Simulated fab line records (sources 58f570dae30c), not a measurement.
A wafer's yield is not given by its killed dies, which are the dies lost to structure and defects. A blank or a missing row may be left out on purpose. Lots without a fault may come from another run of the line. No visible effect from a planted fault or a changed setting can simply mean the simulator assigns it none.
Problem report in the 8D (eight disciplines) form, filled by code | flow berkeley-cmos170 | the parts of the form that need people (team, actions taken, sign-off) are left out

1. THE ISSUE
heater-power-total-W at UCB170_M2_SOFTBAKE_06 reads a mean of 53.01 W on 6 wafers of 2 lots; wafers without a fault read 56.80 W with a standard deviation of 0.048. That is -79 standard deviations from the usual mean.
The step: time 60 s.
First observed at day 10 04:28: wafer L943.2, on litho-track-04. Wafers with a number at this step in the record: 42, from 14 lots. Rule for "out" (also "out of limits"): further than 4 standard deviations from the usual mean. The other wafers with a number count as sound.

2. WHAT IT IS, WHAT IT ISN'T
question                    | is                                 | is not
which readings at this step | heater-power-total-W, plate-temp-C | -
which lots                  | L943, L947                         | L931, L932, L933, L934, L935, L936, L937, L938, L939, L940, L953, L954
which wafers of those lots  | all that have a number             | -
read on which tools         | litho-track-04                     | litho-track-01, litho-track-02
when                        | from day 10 04:28                  | up to then (30 sound wafers); but 6 sound wafers of L953, L954 came after

3. SUSPECTS, AND WHAT RULES EACH OUT
Counting: a tool at a process step up to the reading stays a suspect if it ran every lot that is out and no sound lot after the first of them.
- plasma-asher-02 at UCB170_CONTACT_STRIP_19 (strips in O2): ruled out as a lasting fault. Following L943 (day 9 18:31), the first lot on it that is out, the sound lots L954 were run on it.
- litho-track-04 at UCB170_M2_SOFTBAKE_06 (time 60 s): kept. All lots that are out passed through it, beginning with L943 at day 10 04:28, and no sound lot followed; its final sound lot before that point was L940 at day 10 00:29. Its own heater-power-total-W, plate-temp-C readings are out on those wafers.
Left after counting: litho-track-04 at UCB170_M2_SOFTBAKE_06.

4. THE CAUSE (what the simulator had put in)
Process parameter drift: litho-track-04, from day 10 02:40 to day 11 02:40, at UCB170_M2_SOFTBAKE_06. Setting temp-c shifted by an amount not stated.
After counting, this tool was the only one left.

5. SEQUENCE OF EFFECTS, ordered by route
Rows list readings where the struck wafers' mean (over those with a number) sits beyond 3 standard deviations from the usual. Scope: only readings with a usual standard deviation given in the record; hours: median across lots of the time from each lot's start at the first step in this table that gives one to its start at this step; sigmas: change in usual standard deviations.
hours | step                  | reading              | usual    | on struck wafers | change | sigmas
0     | UCB170_M2_SOFTBAKE_06 | heater-power-total-W | 56.80 W  | 53.01            | -3.79  | -79
0     | UCB170_M2_SOFTBAKE_06 | plate-temp-C         | 130.02 C | 123.44           | -6.58  | -47
The process steps in it:
- UCB170_M2_SOFTBAKE_06: time 60 s.
Later measuring or inspecting steps at which every struck wafer that the step has a row for has a number for every such reading, and none has moved that far: UCB170_V2_CD_MEAS_12.

6. WHAT WOULD HAVE CAUGHT IT SOONER
In this record no reading fell out of limits until day 10 04:28, 2 hours after the fault had begun at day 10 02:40.
